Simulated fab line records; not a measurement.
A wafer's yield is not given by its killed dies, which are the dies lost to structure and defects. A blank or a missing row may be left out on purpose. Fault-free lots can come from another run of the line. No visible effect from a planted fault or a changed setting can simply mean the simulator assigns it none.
What tool caused it? + flow berkeley_cmos170 + 14 lots with 42 wafers sampled at 2 steps, on a route of 331 steps

== WHAT THE GAUGES READ, wafer by wafer ==
The record lacks any reading of a measuring or inspecting step that a usual standard deviation could be used to judge.

== TOOL THAT RAN EACH LOT (tool first, then ch and the chambers of the sampled wafers, then the start) ==
| lot  | UCB170_NVT_COAT_01                | UCB170_NVT_STRIP_08                  |
|------|-----------------------------------|--------------------------------------|
| L969 | litho_track-04 ch 0, day 6 18:10  | plasma_asher-02 ch 0,1, day 6 19:27  |
| L970 | litho_track-01 ch 0, day 6 18:12  | plasma_asher-01 ch 0,1, day 6 19:13  |
| L972 | litho_track-02 ch 0, day 7 03:13  | plasma_asher-01 ch 0,1, day 7 04:19  |
| L975 | litho_track-01 ch 0, day 7 20:10  | plasma_asher-03 ch 0,1, day 7 21:01  |
| L977 | litho_track-01 ch 0, day 8 05:34  | plasma_asher-03 ch 1, day 8 06:45    |
| L976 | litho_track-04 ch 0, day 8 05:35  | plasma_asher-01 ch 0,1, day 8 06:47  |
| L978 | litho_track-04 ch 0, day 8 14:59  | plasma_asher-01 ch 0,1, day 8 15:52  |
| L979 | litho_track-01 ch 0, day 8 15:04  | plasma_asher-03 ch 0,1, day 8 16:16  |
| L980 | litho_track-04 ch 0, day 8 15:26  | plasma_asher-01 ch 0,1, day 8 16:30  |
| L985 | litho_track-04 ch 0, day 9 15:50  | plasma_asher-01 ch 0,1, day 9 17:41  |
| L982 | litho_track-01 ch 0, day 9 16:04  | plasma_asher-03 ch 0,1, day 9 17:55  |
| L983 | litho_track-04 ch 0, day 9 16:16  | plasma_asher-01 ch 0,1, day 9 18:01  |
| L989 | litho_track-02 ch 0, day 10 15:50 | plasma_asher-03 ch 0,1, day 10 17:17 |
| L991 | litho_track-02 ch 0, day 10 16:18 | plasma_asher-02 ch 0,1, day 10 18:13 |
- UCB170_NVT_COAT_01: resist thk 900 nm.
- UCB170_NVT_STRIP_08: strips in O2.

== AS READ BY THE TOOLS THEMSELVES (means over the sampled wafers that have a number; for cases with no such wafer, the mark the record gives instead) ==
UCB170_NVT_COAT_01.
| lot  | tool           | spin_speed_rpm (rpm) |
|------|----------------|----------------------|
| L969 | litho_track-04 | 1500.1               |
| L970 | litho_track-01 | 1501.6               |
| L972 | litho_track-02 | 1500.5               |
| L975 | litho_track-01 | 1500.3               |
| L977 | litho_track-01 | 1501.4               |
| L976 | litho_track-04 | 1500.4               |
| L978 | litho_track-04 | 1500.1               |
| L979 | litho_track-01 | 1499.1               |
| L980 | litho_track-04 | 1500.2               |
| L985 | litho_track-04 | 1890.9               |
| L982 | litho_track-01 | 1499.2               |
| L983 | litho_track-04 | 1891.4               |
| L989 | litho_track-02 | 1499.3               |
| L991 | litho_track-02 | 1501.1               |

UCB170_NVT_STRIP_08.
| lot  | tool            | drypump_motor_current_A (A) | oes_product_au (a.u.) | strip_time_to_endpoint_s (s) |
|------|-----------------|-----------------------------|-----------------------|------------------------------|
| L969 | plasma_asher-02 | 5.7                         | 0.726                 | 21.64                        |
| L970 | plasma_asher-01 | 5.5                         | 0.733                 | 21.71                        |
| L972 | plasma_asher-01 | 5.3                         | 0.732                 | 21.58                        |
| L975 | plasma_asher-03 | 6.0                         | 0.733                 | 21.61                        |
| L977 | plasma_asher-03 | 5.7                         | 0.738                 | 21.70                        |
| L976 | plasma_asher-01 | 5.4                         | 0.737                 | 21.68                        |
| L978 | plasma_asher-01 | 5.5                         | 0.731                 | 21.66                        |
| L979 | plasma_asher-03 | 6.0                         | 0.739                 | 21.71                        |
| L980 | plasma_asher-01 | 5.5                         | 0.741                 | 21.68                        |
| L985 | plasma_asher-01 | 5.5                         | 0.734                 | 19.26                        |
| L982 | plasma_asher-03 | 5.9                         | 0.738                 | 21.69                        |
| L983 | plasma_asher-01 | 5.5                         | 0.737                 | 19.25                        |
| L989 | plasma_asher-03 | 5.9                         | 0.738                 | 21.65                        |
| L991 | plasma_asher-02 | 5.7                         | 0.737                 | 21.73                        |

== THE ANSWER, worked out from the rows above alone ==
Rule: the usual values come from the lots themselves. Put in order of their means at a reading, lots are off if they are a third of the lots or fewer, leave a main group of 4 or more, and stand apart from it by a gap of 3 or more times the standard deviation of the main group's means; of several such gaps the widest counts. A main group is skipped when, at the precision printed for the reading in the tables above, its means are all equal. A lot without any number at a reading at which 4 lots or more have one is off too. The other lots that the step has rows for count as sound. After the gauges, taken in route order, come the tools' own readings; for these a lot's mean is taken, as printed above. At the first step where some lot is off, the reading lying furthest off is the one used; lots without a number count as furthest.
Off at UCB170_NVT_COAT_01 (spin_speed_rpm): L985, L983. Mean 1500.3 rpm and standard deviation 0.78 in the main group.
A tool fits if, at that step or a process step before it, it ran every lot that is off, and no sound lot after the first of them. One fits: litho_track-04 at UCB170_NVT_COAT_01. Its last sound lot is L980 (day 8 15:26), its first lot that is off L985 (day 9 15:50): a fault that began between those two fits.
On the lots that are off, the tool's own readings at UCB170_NVT_COAT_01 differ by more than 5 times the standard deviation of the sound lots' means, which bears it out; spin_speed_rpm reads 1891.2 rpm there versus 1500.3 rpm on the sound lots.

== WHAT THE SIMULATOR HAD INSERTED ==
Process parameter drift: litho_track-04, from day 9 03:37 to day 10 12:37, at UCB170_NVT_COAT_01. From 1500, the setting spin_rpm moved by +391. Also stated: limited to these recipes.
Lots struck among those shown: L985, L983. The same result came from the rule above.
